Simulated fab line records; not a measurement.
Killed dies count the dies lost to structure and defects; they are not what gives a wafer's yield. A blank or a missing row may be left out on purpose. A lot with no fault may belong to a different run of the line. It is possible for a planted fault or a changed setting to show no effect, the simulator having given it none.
fab line records -- flow ritCmos
record lots=14, wafers=42, lastDay=8
route steps=202 shown M1@196
lots that met no fault: taken from a fault-free run of the same line
startH: the number of hours between the record's first day and the start of the first shown wafer of the lot -- waitH: hours since the lot's step before -- " same as the row above -- L1.1+2: a row that stands for several wafers -- - no value, or no start was given -- * or withheld: withheld -- < > ~ a bound
route shown NAME@n: a module of which the file shows steps, and the number in the route of the first -- usual: mean/standard deviation of fault-free wafers -- same: alike in all rows -- chamber/n: place in a boat -- sites: readings site by site -- _std_site: standard deviation across them -- _edge_site: outer sites' mean less inner sites' -- radiusMm: for every site, how far away it sits from the centre of the wafer -- mask NAME#n: copy n -- behind: the last tool/chamber to shape the wafer -- hold: the reason the lot was held/the length of the hold in hours/how it ended -- device: the n, p or np transistor that did not switch -- end of line: the tests these same wafers got at the end of their route -- a step without rows: its recipe alone -- killed: not the wafer's yield, but the dies lost to structure and defects at the first sort -- map: the dies of a wafer, with x for killed, . for not killed, _ for no die there
set.NAME: the setting that was run; set.NAME@STEP: the one run at that earlier step -- model.NAME: the simulator's own value behind a step, which no gauge read
a sample of lots followed through the steps of the route, with each step as a table and each wafer as a row
services: when a tool's chamber went out of use (startH, in hours from the record's first day, below 0 if earlier), for how many hours, and the reason
## steps
# step RIT_M1_METAL_ETCH_12
# recipe stopOn=SiO2, chemistry=Cl2/BCl3, target=Al, timeS=165, overEtchFrac=0.5, pressureMtorr=100, targetDepthA=6000, rfW=250, Cl2_flow_sccm=60, bcl3FlowSccm=50
# usual drypumpMotorCurrentA=5.3/0.47, oesProductAu=0.778/0.014, runLengthS=193.2/0.78, throttleValvePct=8.29/0.035
lot.wafer,tool,chamber,startH,waitH,drypumpMotorCurrentA,oesProductAu,rfHoursCounterH,runLengthS,throttleValvePct
L422.1,rieMetal-02,1,65.96,0.2,4.9,0.784,1,193.9,8.26
L422.4,rieMetal-02,0,65.96,0.2,5.9,0.776,-,192.3,8.24
L422.5,rieMetal-02,0,65.96,0.2,5.9,0.776,-,192.3,8.24
L424.1,rieMetal-03,1,75.19,0.2,5.0,0.789,5,193.1,8.33
L424.2,rieMetal-03,0,75.19,0.2,4.7,0.761,4,193.2,8.29
L424.3,rieMetal-03,1,75.19,0.2,5.0,0.783,-,192.9,8.31
L425.2,rieMetal-02,0,82.02,0.2,5.9,0.780,1,195.3,8.24
L425.3,rieMetal-02,0,82.02,0.2,5.9,0.778,-,195.7,8.24
L425.5,rieMetal-02,0,82.02,0.2,5.9,0.781,-,195.9,8.25
L426.1,rieMetal-04,1,88.38,0.2,5.4,0.761,38,192.4,8.33
L426.3,rieMetal-04,0,88.38,0.2,5.9,0.798,-,192.6,8.31
L426.6,rieMetal-04,0,88.38,0.2,5.9,0.799,-,192.6,8.32
L427.4,rieMetal-03,1,90.87,0.1,5.0,0.787,-,193.5,8.30
L427.5,rieMetal-03,1,90.87,0.1,5.0,0.784,-,193.3,8.32
L427.6,rieMetal-03,0,90.87,0.1,4.7,0.748,-,193.5,8.27
L431.1,rieMetal-02,1,107.19,0.2,4.9,0.793,1,194.1,8.27
L431.2,rieMetal-02,0,107.19,0.2,5.9,1.006,1,104.2,8.20
L431.4,rieMetal-02,1,107.19,0.2,4.9,0.789,-,193.6,8.26
L432.1,rieMetal-04,0,111.46,0.2,5.9,0.798,40,193.0,8.31
L432.2,rieMetal-04,1,111.46,0.2,5.4,0.777,38,192.6,8.34
L432.5,rieMetal-04,1,111.46,0.2,5.4,0.767,-,192.5,8.33
L434.3,rieMetal-02,1,120.55,0.2,4.9,0.788,-,193.4,8.25
L434.4,rieMetal-02,0,120.55,0.2,5.9,0.999,-,103.8,8.22
L434.5,rieMetal-02,0,120.55,0.2,5.9,1.007,-,103.7,8.19
L436.1,rieMetal-03,0,127.12,0.2,4.7,0.769,4,193.6,8.27
L436.2,rieMetal-03,1,127.12,0.2,5.0,0.791,5,193.4,8.32
L436.3,rieMetal-03,1,127.12,0.2,5.0,0.784,-,193.3,8.33
L438.1,rieMetal-03,1,141.34,0.2,5.0,0.797,6,193.1,8.33
L438.3,rieMetal-03,0,141.34,0.2,4.7,0.757,-,193.2,8.26
L438.5,rieMetal-03,0,141.34,0.2,4.7,0.758,-,193.7,8.28
L440.1,rieMetal-03,0,150.78,0.2,4.7,0.762,5,193.3,8.27
L440.2,rieMetal-03,1,150.78,0.2,5.0,0.790,6,192.8,8.32
L440.5,rieMetal-03,1,150.78,0.2,5.0,0.778,-,192.9,8.33
L442.3,rieMetal-04,0,159.25,0.2,5.9,0.787,-,193.2,8.32
L442.4,rieMetal-04,1,159.25,0.2,5.4,0.785,-,192.3,8.34
L442.6,rieMetal-04,0,159.25,0.2,5.9,0.778,-,192.7,8.31
L443.1,rieMetal-03,1,166.86,0.2,5.0,0.782,6,193.3,8.32
L443.5,rieMetal-03,0,166.86,0.2,4.8,0.743,-,193.2,8.27
L443.6,rieMetal-03,1,166.86,0.2,5.0,0.784,-,192.9,8.30
L445.2,rieMetal-04,0,180.11,0.2,5.8,0.777,0,193.1,8.31
L445.4,rieMetal-04,1,180.11,0.2,5.4,0.780,-,192.3,8.36
L445.5,rieMetal-04,1,180.11,0.2,5.4,0.790,-,192.3,8.34
# step RIT_M1_CD_MEAS_90
# recipe targetCdNm=2600
# usual cdNm=2599.9/2.4
lot.wafer,tool,chamber,startH,waitH,cdNm
L422.1,cdSem-01,-,66.47,0.1,2601.4
L422.4,cdSem-01,-,66.47,0.1,2602.8
L422.5,cdSem-01,-,66.47,0.1,2603.0
L424.1,cdSem-02,-,75.70,0.1,2597.3
L424.2,cdSem-02,-,75.70,0.1,2597.2
L424.3,cdSem-02,-,75.70,0.1,2597.1
L425.2,cdSem-02,-,82.61,0.1,2598.0
L425.3,cdSem-02,-,82.61,0.1,2600.3
L425.5,cdSem-02,-,82.61,0.1,2597.8
L426.1,cdSem-02,-,88.89,0.1,2601.3
L426.3,cdSem-02,-,88.89,0.1,2603.0
L426.6,cdSem-02,-,88.89,0.1,2600.3
L427.4,cdSem-01,-,91.39,0.1,2601.5
L427.5,cdSem-01,-,91.39,0.1,2601.1
L427.6,cdSem-01,-,91.39,0.1,2600.2
L431.1,cdSem-01,-,107.70,0.1,2599.2
L431.2,cdSem-01,-,107.70,0.1,2614.3
L431.4,cdSem-01,-,107.70,0.1,2598.1
L432.1,cdSem-02,-,111.97,0.1,2603.8
L432.2,cdSem-02,-,111.97,0.1,2603.7
L432.5,cdSem-02,-,111.97,0.1,2601.2
L434.3,cdSem-01,-,121.05,0.1,2601.4
L434.4,cdSem-01,-,121.05,0.1,2612.3
L434.5,cdSem-01,-,121.05,0.1,2612.2
L436.1,cdSem-02,-,127.65,0.1,2597.8
L436.2,cdSem-02,-,127.65,0.1,2596.8
L436.3,cdSem-02,-,127.65,0.1,2597.5
L438.1,cdSem-01,-,141.86,0.1,2599.7
L438.3,cdSem-01,-,141.86,0.1,2599.8
L438.5,cdSem-01,-,141.86,0.1,2598.8
L440.1,cdSem-02,-,151.31,0.1,2605.3
L440.2,cdSem-02,-,151.31,0.1,2603.1
L440.5,cdSem-02,-,151.31,0.1,2600.8
L442.3,cdSem-02,-,159.75,0.1,2598.3
L442.4,cdSem-02,-,159.75,0.1,2597.9
L442.6,cdSem-02,-,159.75,0.1,2597.0
L443.1,cdSem-01,-,167.45,0.1,2600.7
L443.5,cdSem-01,-,167.45,0.1,2600.2
L443.6,cdSem-01,-,167.45,0.1,2599.8
L445.2,cdSem-01,-,180.64,0.1,2597.9
L445.4,cdSem-01,-,180.64,0.1,2598.6
L445.5,cdSem-01,-,180.64,0.1,2599.4
# step RIT_M1_PROBE_99
# usual defectLimitedYield=97.4/1.2, killed_at_M0_to_M3=0.0/0.14, killedAtContacts=0.0/0.23, killedAtFrontEnd=7/3.1, killedDies=7/3.1, killedOnRim=1.8/1.3, killedOpen=3.3/2, killedShort=3.5/1.9, sort_bin_3_pad_short=0.1/0.24, sort_bin_5_function=1.5/0.84, sort_bin_6_memory=0.9/0.62, sortNPass=257/3.1, sortYieldPct=97.4/1.2
# same grossDies=264, killed_at_M4_up=0, killedAtBackSide=0, killedAtOther=0
lot.wafer,tool,chamber,startH,waitH,defectLimitedYield[%],killed_at_M0_to_M3,killedAtContacts,killedAtFrontEnd,killedDies,killedOnRim,killedOpen,killedShort,sort_bin_3_pad_short[%],sort_bin_5_function[%],sort_bin_6_memory[%],sortNPass,sortYieldPct[%]
L422.1,prober-02,-,68.21,0.1,98.1,0,0,5,5,1,3,2,0,1.5,0.4,259,98.1
L422.4,prober-02,-,68.36,0.2,97.7,0,0,6,6,0,1,5,0.4,1.1,0.8,258,97.7
L422.5,prober-02,-,68.41,0.2,97.7,0,0,6,6,4,3,3,0,1.1,1.1,258,97.7
L424.1,prober-02,-,77.44,0.1,96.6,0,0,9,9,1,4,5,0.4,1.9,1.1,255,96.6
L424.2,prober-02,-,77.49,0.1,95.5,0,0,12,12,3,6,6,0,2.7,1.9,252,95.5
L424.3,prober-02,-,77.54,0.2,96.6,0,0,9,9,2,4,5,0.4,1.5,1.5,255,96.6
L425.2,prober-01,-,84.38,0.1,98.1,0,0,5,5,3,4,1,0,1.5,0.4,259,98.1
L425.3,prober-01,-,84.43,0.2,97.0,0,0,8,8,2,4,4,0,2.3,0.8,256,97.0
L425.5,prober-01,-,84.53,0.2,95.8,0,0,11,11,5,6,5,0,1.9,2.3,253,95.8
L426.1,prober-02,-,90.63,0.1,95.8,0,0,11,11,6,3,8,0.4,1.9,1.9,253,95.8
L426.3,prober-02,-,90.73,0.2,97.3,0,0,7,7,2,5,2,0,1.5,1.1,257,97.3
L426.6,prober-02,-,90.88,0.2,95.5,0,0,12,12,2,5,7,0,2.3,2.3,252,95.5
L427.4,prober-01,-,93.22,0.2,98.9,0,0,3,3,0,0,3,0,0.8,0.4,261,98.9
L427.5,prober-01,-,93.27,0.2,98.5,0,0,4,4,3,2,2,0.4,0.8,0.4,260,98.5
L427.6,prober-01,-,93.32,0.2,98.1,0,0,5,5,1,4,1,0,1.1,0.8,259,98.1
L431.1,prober-01,-,109.44,0.1,96.2,0,0,10,10,5,4,6,0.4,2.7,0.8,254,96.2
L431.2,prober-01,-,109.49,0.1,0,254,0,10,264,70,6,4,0.4,98.5,1.1,0,0
L431.4,prober-01,-,109.59,0.2,96.6,0,0,9,9,2,5,4,0.8,0.8,1.9,255,96.6
L432.1,prober-02,-,113.71,0.1,97.7,0,0,6,6,2,2,2,0,1.1,1.1,258,97.7
L432.2,prober-02,-,113.76,0.1,98.1,0,0,5,5,0,2,3,0.4,0.8,0.8,259,98.1
L432.5,prober-02,-,113.91,0.2,98.1,0,0,5,5,1,3,2,0.4,0.8,0.8,259,98.1
L434.3,prober-02,-,122.85,0.2,98.5,0,0,4,4,1,1,3,0,1.1,0.4,260,98.5
L434.4,prober-02,-,122.90,0.2,0,254,0,10,264,70,2,8,0,98.9,1.1,0,0
L434.5,prober-02,-,122.95,0.2,0,252,0,12,264,70,5,7,0.4,98.1,1.5,0,0
L436.1,prober-02,-,129.39,0.1,98.1,0,0,5,5,1,3,2,0,0.4,1.5,259,98.1
L436.2,prober-02,-,129.44,0.1,99.2,0,0,2,2,1,0,2,0.4,0.4,0,262,99.2
L436.3,prober-02,-,129.49,0.2,97.0,0,0,8,8,4,4,4,0,1.9,1.1,256,97.0
L438.1,prober-02,-,143.60,0.1,96.6,0,0,9,9,3,5,3,0,3.0,0.4,255,96.6
L438.3,prober-02,-,143.70,0.2,98.5,0,0,4,4,2,2,2,0,0.8,0.8,260,98.5
L438.5,prober-02,-,143.80,0.2,94.7,0,0,14,14,3,8,6,0,2.7,2.7,250,94.7
L440.1,prober-02,-,153.05,0.1,96.6,0,0,9,9,1,6,3,0,2.7,0.8,255,96.6
L440.2,prober-02,-,153.10,0.1,99.6,0,1,0,1,0,0,1,0.4,0,0,263,99.6
L440.5,prober-02,-,153.25,0.2,98.5,0,0,4,4,2,2,2,0.4,0.4,0.8,260,98.5
L442.3,prober-02,-,161.64,0.2,97.0,0,0,8,8,3,6,2,0,1.5,1.5,256,97.0
L442.4,prober-02,-,161.69,0.2,97.3,0,0,7,7,0,1,6,0,1.9,0.8,257,97.3
L442.6,prober-02,-,161.79,0.2,99.6,0,0,1,1,0,0,1,0,0,0.4,263,99.6
L443.1,prober-01,-,169.19,0.1,98.1,0,0,5,5,1,1,4,0.8,0.8,0.4,259,98.1
L443.5,prober-01,-,169.39,0.2,98.1,0,0,5,5,2,2,3,0,1.1,0.8,259,98.1
L443.6,prober-01,-,169.44,0.2,98.1,0,0,5,5,1,2,3,0,1.1,0.8,259,98.1
L445.2,prober-01,-,182.41,0.1,97.0,0,0,8,8,1,2,6,0.4,1.5,1.1,256,97.0
L445.4,prober-01,-,182.51,0.2,96.2,0,0,10,10,1,5,5,0,1.9,1.9,254,96.2
L445.5,prober-01,-,182.56,0.2,100.0,0,0,0,0,0,0,0,0,0,0,264,100.0
# killed by level:class
L422.1 FOX1:geometricParticle:open=1 GATE:geometricParticle:open=1 GATE:geometricParticle:short=1 SPACER:geometricParticle:short=1 SPACER:geometricParticle:open=1
L422.4 FOX1:geometricParticle:short=2 GATE:geometricParticle:short=2 FOX2:geometricParticle:short=1 GATE:geometricParticle:open=1
L422.5 FOX1:geometricParticle:short=3 FOX1:geometricParticle:open=1 FOX2:geometricParticle:open=1 GATE:geometricParticle:open=1
L424.1 GATE:geometricParticle:open=2 GATE:geometricParticle:short=2 SPACER:geometricParticle:short=2 SILICIDE:geometricParticle:open=2 REOX:geometricParticle:short=1
L424.2 REOX:geometricParticle:short=3 SPACER:geometricParticle:open=3 SILICIDE:geometricParticle:open=2 FOX1:geometricParticle:short=1 FOX1:geometricParticle:open=1 GATE:geometricParticle:short=1 SPACER:geometricParticle:short=1
L424.3 GATE:geometricParticle:open=4 GATE:geometricParticle:short=2 FOX1:geometricParticle:short=1 SPACER:geometricParticle:short=1 SILICIDE:geometricParticle:short=1
L425.2 SILICIDE:geometricParticle:open=2 FOX1:geometricParticle:open=1 GATE:geometricParticle:open=1 SILICIDE:geometricParticle:short=1
L425.3 REOX:geometricParticle:short=2 FOX1:geometricParticle:open=1 FOX2:geometricParticle:open=1 GATE:geometricParticle:short=1 GATE:geometricParticle:open=1 SPACER:geometricParticle:open=1 SPACER:geometricParticle:short=1
L425.5 GATE:geometricParticle:open=3 FOX1:geometricParticle:short=2 GATE:geometricParticle:short=1 REOX:geometricParticle:open=1 REOX:geometricParticle:short=1 SPACER:geometricParticle:short=1 SPACER:geometricParticle:open=1 SILICIDE:geometricParticle:open=1
L426.1 SILICIDE:geometricParticle:short=5 GATE:geometricParticle:short=2 REOX:geometricParticle:open=1 SPACER:geometricParticle:open=1 SPACER:geometricParticle:short=1 SILICIDE:geometricParticle:open=1
L426.3 GATE:geometricParticle:open=3 SPACER:geometricParticle:short=2 REOX:geometricParticle:open=1 SPACER:geometricParticle:open=1
L426.6 GATE:geometricParticle:short=5 SILICIDE:geometricParticle:short=2 SILICIDE:geometricParticle:open=2 ACTIVE:geometricParticle:open=1 REOX:geometricParticle:open=1 SPACER:geometricParticle:open=1
L427.4 GATE:geometricParticle:short=2 FOX1:geometricParticle:short=1
L427.5 GATE:geometricParticle:open=2 GATE:geometricParticle:short=1 SILICIDE:geometricParticle:short=1
L427.6 REOX:geometricParticle:open=2 SILICIDE:geometricParticle:open=2 GATE:geometricParticle:short=1
L431.1 FOX2:geometricParticle:short=3 SPACER:geometricParticle:open=2 SPACER:geometricParticle:short=2 GATE:geometricParticle:open=1 REOX:geometricParticle:open=1 SILICIDE:geometricParticle:short=1
L431.2 M1:areaEtch=254 SILICIDE:geometricParticle:open=3 REOX:geometricParticle:short=2 REOX:geometricParticle:open=2 GATE:geometricParticle:short=1 GATE:geometricParticle:open=1 SPACER:geometricParticle:short=1
L431.4 GATE:geometricParticle:open=4 SILICIDE:geometricParticle:short=2 REOX:geometricParticle:short=1 SPACER:geometricParticle:short=1 SILICIDE:geometricParticle:open=1
L432.1 GATE:geometricParticle:short=1 GATE:geometricParticle:open=1 SPACER:geometricParticle:short=1 SPACER:geometricParticle:open=1 PWELL:coatMicrobubblePrinted=1 NRETRO:coatMicrobubblePrinted=1
L432.2 GATE:geometricParticle:open=2 FOX1:geometricParticle:short=1 REOX:geometricParticle:short=1 SILICIDE:geometricParticle:short=1
L432.5 GATE:geometricParticle:open=2 GATE:geometricParticle:short=2 REOX:geometricParticle:open=1
L434.3 SILICIDE:geometricParticle:short=2 FOX1:geometricParticle:short=1 SPACER:geometricParticle:open=1
L434.4 M1:areaEtch=254 GATE:geometricParticle:short=3 SILICIDE:geometricParticle:short=2 ACTIVE:geometricParticle:short=1 FOX1:geometricParticle:short=1 FOX2:geometricParticle:open=1 REOX:geometricParticle:open=1 REOX:geometricParticle:short=1
L434.5 M1:areaEtch=252 REOX:geometricParticle:short=6 GATE:geometricParticle:open=3 ACTIVE:geometricParticle:open=1 FOX2:geometricParticle:open=1 GATE:geometricParticle:short=1
L436.1 SPACER:geometricParticle:open=2 SPACER:geometricParticle:short=2 GATE:geometricParticle:open=1
L436.2 FOX2:geometricParticle:short=1 GATE:geometricParticle:short=1
L436.3 GATE:geometricParticle:open=3 SPACER:geometricParticle:short=2 FOX2:geometricParticle:short=1 GATE:geometricParticle:short=1 SILICIDE:geometricParticle:open=1
L438.1 FOX1:geometricParticle:open=4 FOX1:geometricParticle:short=1 FOX2:geometricParticle:short=1 GATE:geometricParticle:open=1 REOX:geometricParticle:short=1 PLDD:coatMicrobubblePrinted=1
L438.3 FOX2:geometricParticle:open=1 GATE:geometricParticle:short=1 GATE:geometricParticle:open=1 SILICIDE:geometricParticle:short=1
L438.5 GATE:geometricParticle:open=8 GATE:geometricParticle:short=3 SILICIDE:geometricParticle:short=3
L440.1 FOX2:geometricParticle:open=3 GATE:geometricParticle:short=2 GATE:geometricParticle:open=2 FOX1:geometricParticle:short=1 SPACER:geometricParticle:open=1
L440.2 CONTACT:geometricParticle:short=1
L440.5 FOX2:geometricParticle:open=1 FOX2:geometricParticle:short=1 GATE:geometricParticle:open=1 GATE:geometricParticle:short=1
L442.3 SPACER:geometricParticle:open=3 REOX:geometricParticle:open=2 FOX2:geometricParticle:short=1 REOX:geometricParticle:short=1 SILICIDE:geometricParticle:open=1
L442.4 GATE:geometricParticle:short=3 REOX:geometricParticle:short=2 REOX:geometricParticle:open=1 SILICIDE:geometricParticle:short=1
L442.6 GATE:geometricParticle:short=1
L443.1 SILICIDE:geometricParticle:short=3 SPACER:geometricParticle:short=1 SILICIDE:geometricParticle:open=1
L443.5 FOX1:geometricParticle:short=1 SPACER:geometricParticle:short=1 SPACER:geometricParticle:open=1 SILICIDE:geometricParticle:short=1 SILICIDE:geometricParticle:open=1
L443.6 GATE:geometricParticle:open=2 FOX1:geometricParticle:short=1 GATE:geometricParticle:short=1 REOX:geometricParticle:short=1
L445.2 GATE:geometricParticle:short=3 FOX2:geometricParticle:open=2 FOX1:geometricParticle:short=1 FOX2:geometricParticle:short=1 REOX:geometricParticle:short=1
L445.4 FOX1:geometricParticle:open=3 FOX1:geometricParticle:short=2 FOX2:geometricParticle:open=2 GATE:geometricParticle:short=1 REOX:geometricParticle:short=1 SILICIDE:geometricParticle:short=1
## services
tool,chamber,startH,hours,kind
rieMetal-03,-,87.51,2.8,pm
rieMetal-04,-,136.12,20.0,pm
rieMetal-04,0,136.12,20.0,ventCycle
rieMetal-04,1,136.12,20.0,ventCycle
rieMetal-04,0,156.12,-,clean
rieMetal-04,1,156.12,-,clean
## key
firstSign step=RIT_M1_METAL_ETCH_12, reading=runLengthS, direction=down, sigmas=99+, usual=*, struck=*
effect step=RIT_M1_METAL_ETCH_12, reading=oesProductAu, direction=up, sigmas=16, usual=0.778, struck=1.004
effect step=RIT_M1_CD_MEAS_90, reading=cdNm, direction=up, sigmas=5.5, usual=2599.9, struck=2612.9
effect step=RIT_M1_PROBE_99, reading=killed_at_M0_to_M3, direction=up, sigmas=99+, usual=0.0, struck=253.3
moreKillsBornAt RIT_M1_METAL_ETCH_12@rieMetal-02=760
metAt RIT_M1_METAL_ETCH_12
struckLots L431,L434
struckWafers L431.2,L434.4,L434.5
laterRowsLeftOut L431.2,L434.4,L434.5
onsetBetween 82.02 107.19
fault kind=processParameterDrift, tool=rieMetal-02, chamber=0, onsetH=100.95, steps=RIT_M1_METAL_ETCH_12, channel=timeS, offset=*, shape=step, endH=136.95, stated=*
# laterRowsLeftOut: the simulator's readings of these wafers behind a module that went badly wrong aren't trusted and aren't shown, but for the sort
